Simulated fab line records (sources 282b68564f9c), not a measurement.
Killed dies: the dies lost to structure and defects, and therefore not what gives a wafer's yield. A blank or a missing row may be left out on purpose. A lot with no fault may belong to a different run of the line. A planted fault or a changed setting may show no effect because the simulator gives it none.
The tool behind it: which one? || flow rit-cmos || 42 wafers from 14 lots sampled at 2 of the route's 202 steps

== WHAT EACH GAUGE READ, for each wafer ==
RIT_M1_CD_MEAS_90: the cd target is 2600 nm.
{"lot": "L200", "measured": "day 3 16:26", "on": "cd-sem-02", "cd-nm (nm)": "2600 2601 2597"}
{"lot": "L201", "measured": "day 3 21:04", "on": "cd-sem-01", "cd-nm (nm)": "2598 2601 2599"}
{"lot": "L203", "measured": "day 4 08:37", "on": "cd-sem-02", "cd-nm (nm)": "2595 2596 2597"}
{"lot": "L204", "measured": "day 4 11:49", "on": "cd-sem-02", "cd-nm (nm)": "2596 2596 2598"}
{"lot": "L205", "measured": "day 4 15:43", "on": "cd-sem-02", "cd-nm (nm)": "2604 2604 2604"}
{"lot": "L206", "measured": "day 5 01:14", "on": "cd-sem-01", "cd-nm (nm)": "2598 2598 2598"}
{"lot": "L208", "measured": "day 5 04:27", "on": "cd-sem-02", "cd-nm (nm)": "2604 2605 2606"}
{"lot": "L209", "measured": "day 5 17:38", "on": "cd-sem-02", "cd-nm (nm)": "2602 2602 2599"}
{"lot": "L210", "measured": "day 5 18:05", "on": "cd-sem-01", "cd-nm (nm)": "2583 2587 2588 2583 2587 2588"}
{"lot": "L213", "measured": "day 6 05:35", "on": "cd-sem-02", "cd-nm (nm)": "2593 2593 2592"}
{"lot": "L217", "measured": "day 7 04:19", "on": "cd-sem-02", "cd-nm (nm)": "2599 2602 2595"}
{"lot": "L220", "measured": "day 7 18:31", "on": "cd-sem-02", "cd-nm (nm)": "2600 2598 2600"}
{"lot": "L222", "measured": "day 8 02:50", "on": "cd-sem-02", "cd-nm (nm)": "2601 2603 2604"}
{"lot": "L223", "measured": "day 8 08:35", "on": "cd-sem-02", "cd-nm (nm)": "2601 2599 2601"}

== EACH LOT AND THE TOOL THAT RAN IT (in order: tool; ch and the chambers of the sampled wafers; start) ==
{"lot": "L200", "RIT_M1_METAL_ETCH_12": "rie-metal-02 ch 0,1, day 3 15:57"}
{"lot": "L201", "RIT_M1_METAL_ETCH_12": "rie-metal-01 ch 0,1, day 3 20:32"}
{"lot": "L203", "RIT_M1_METAL_ETCH_12": "rie-metal-02 ch 1, day 4 08:02"}
{"lot": "L204", "RIT_M1_METAL_ETCH_12": "rie-metal-01 ch 0,1, day 4 11:16"}
{"lot": "L205", "RIT_M1_METAL_ETCH_12": "rie-metal-03 ch 0,1, day 4 15:13"}
{"lot": "L206", "RIT_M1_METAL_ETCH_12": "rie-metal-01 ch 0,1, day 5 00:43"}
{"lot": "L208", "RIT_M1_METAL_ETCH_12": "rie-metal-03 ch 0,1, day 5 03:55"}
{"lot": "L209", "RIT_M1_METAL_ETCH_12": "rie-metal-02 ch 0,1, day 5 17:08"}
{"lot": "L210", "RIT_M1_METAL_ETCH_12": "rie-metal-01 ch 0,1, day 5 17:34"}
{"lot": "L213", "RIT_M1_METAL_ETCH_12": "rie-metal-01 ch 1, day 6 05:04"}
{"lot": "L217", "RIT_M1_METAL_ETCH_12": "rie-metal-02 ch 0,1, day 7 03:37"}
{"lot": "L220", "RIT_M1_METAL_ETCH_12": "rie-metal-02 ch 0,1, day 7 18:00"}
{"lot": "L222", "RIT_M1_METAL_ETCH_12": "rie-metal-03 ch 0,1, day 8 02:08"}
{"lot": "L223", "RIT_M1_METAL_ETCH_12": "rie-metal-02 ch 0,1, day 8 08:05"}
- RIT_M1_METAL_ETCH_12: etches Al in Cl2/BCl3, stops on SiO2, time 165 s, target depth 600 nm.

== AS READ BY THE TOOLS THEMSELVES (means over the sampled wafers that have a number; for cases with no such wafer, the mark the record gives instead) ==
RIT_M1_METAL_ETCH_12.
{"lot": "L200", "tool": "rie-metal-02", "drypump-motor-current-A (A)": 6.1, "oes-product-au (a.u.)": 0.749, "throttle-valve-pct (%)": 8.32}
{"lot": "L201", "tool": "rie-metal-01", "drypump-motor-current-A (A)": 6.1, "oes-product-au (a.u.)": 0.759, "throttle-valve-pct (%)": 8.32}
{"lot": "L203", "tool": "rie-metal-02", "drypump-motor-current-A (A)": 6.2, "oes-product-au (a.u.)": 0.749, "throttle-valve-pct (%)": 8.36}
{"lot": "L204", "tool": "rie-metal-01", "drypump-motor-current-A (A)": 5.9, "oes-product-au (a.u.)": 0.749, "throttle-valve-pct (%)": 8.33}
{"lot": "L205", "tool": "rie-metal-03", "drypump-motor-current-A (A)": 5.2, "oes-product-au (a.u.)": 0.747, "throttle-valve-pct (%)": 8.29}
{"lot": "L206", "tool": "rie-metal-01", "drypump-motor-current-A (A)": 6.0, "oes-product-au (a.u.)": 0.751, "throttle-valve-pct (%)": 8.33}
{"lot": "L208", "tool": "rie-metal-03", "drypump-motor-current-A (A)": 5.3, "oes-product-au (a.u.)": 0.752, "throttle-valve-pct (%)": 8.33}
{"lot": "L209", "tool": "rie-metal-02", "drypump-motor-current-A (A)": 5.9, "oes-product-au (a.u.)": 0.753, "throttle-valve-pct (%)": 8.28}
{"lot": "L210", "tool": "rie-metal-01", "drypump-motor-current-A (A)": 5.9, "oes-product-au (a.u.)": 0.631, "throttle-valve-pct (%)": 8.36}
{"lot": "L213", "tool": "rie-metal-01", "drypump-motor-current-A (A)": 6.2, "oes-product-au (a.u.)": 0.644, "throttle-valve-pct (%)": 8.34}
{"lot": "L217", "tool": "rie-metal-02", "drypump-motor-current-A (A)": 5.9, "oes-product-au (a.u.)": 0.748, "throttle-valve-pct (%)": 8.29}
{"lot": "L220", "tool": "rie-metal-02", "drypump-motor-current-A (A)": 6.1, "oes-product-au (a.u.)": 0.748, "throttle-valve-pct (%)": 8.32}
{"lot": "L222", "tool": "rie-metal-03", "drypump-motor-current-A (A)": 5.3, "oes-product-au (a.u.)": 0.766, "throttle-valve-pct (%)": 8.32}
{"lot": "L223", "tool": "rie-metal-02", "drypump-motor-current-A (A)": 6.1, "oes-product-au (a.u.)": 0.753, "throttle-valve-pct (%)": 8.32}

== THE ANSWER, worked out from the rows above alone ==
Rule: the usual values come from the lots themselves. Put in order of their means at a reading, lots are off if they are a third of the lots or fewer, leave a main group of 4 or more, and stand apart from it by a gap of 3 or more times the standard deviation of the main group's means; of several such gaps the widest counts. Not used: any main group whose means are identical at the precision the tables above print for the reading. Also off: a lot with no number at a reading for which 4 or more lots have one. Where the step has rows for the other lots, those lots are counted as sound. Order of review: gauges by route order, followed by the tools' own readings, for which a lot's mean as printed above is used. The first step at which some lot is off is used, and at that step the reading that is off furthest; a lot without a number counts as furthest.
Off at RIT_M1_METAL_ETCH_12 (oes-product-au): L210, L213. The main group: mean 0.752 a.u., standard deviation 0.0053.
A tool fits if, at that step or a process step before it, it ran every lot that is off, and no sound lot after the first of them. One fits: RIT_M1_METAL_ETCH_12 on rie-metal-01. Its last sound lot is L206 (day 5 00:43), its first lot that is off L210 (day 5 17:34): a fault that began between those two fits.
On the lots that are off, the tool's own readings at RIT_M1_METAL_ETCH_12 differ by more than 5 times the standard deviation of the sound lots' means, which bears it out; oes-product-au reads 0.637 a.u. there versus 0.752 a.u. on the sound lots.

== WHAT WAS PUT IN BY THE SIMULATOR ==
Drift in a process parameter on rie-metal-01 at RIT_M1_METAL_ETCH_12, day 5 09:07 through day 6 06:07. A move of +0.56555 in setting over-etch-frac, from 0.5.
Lots struck among those shown: L210, L213. The rule given above showed the same thing.
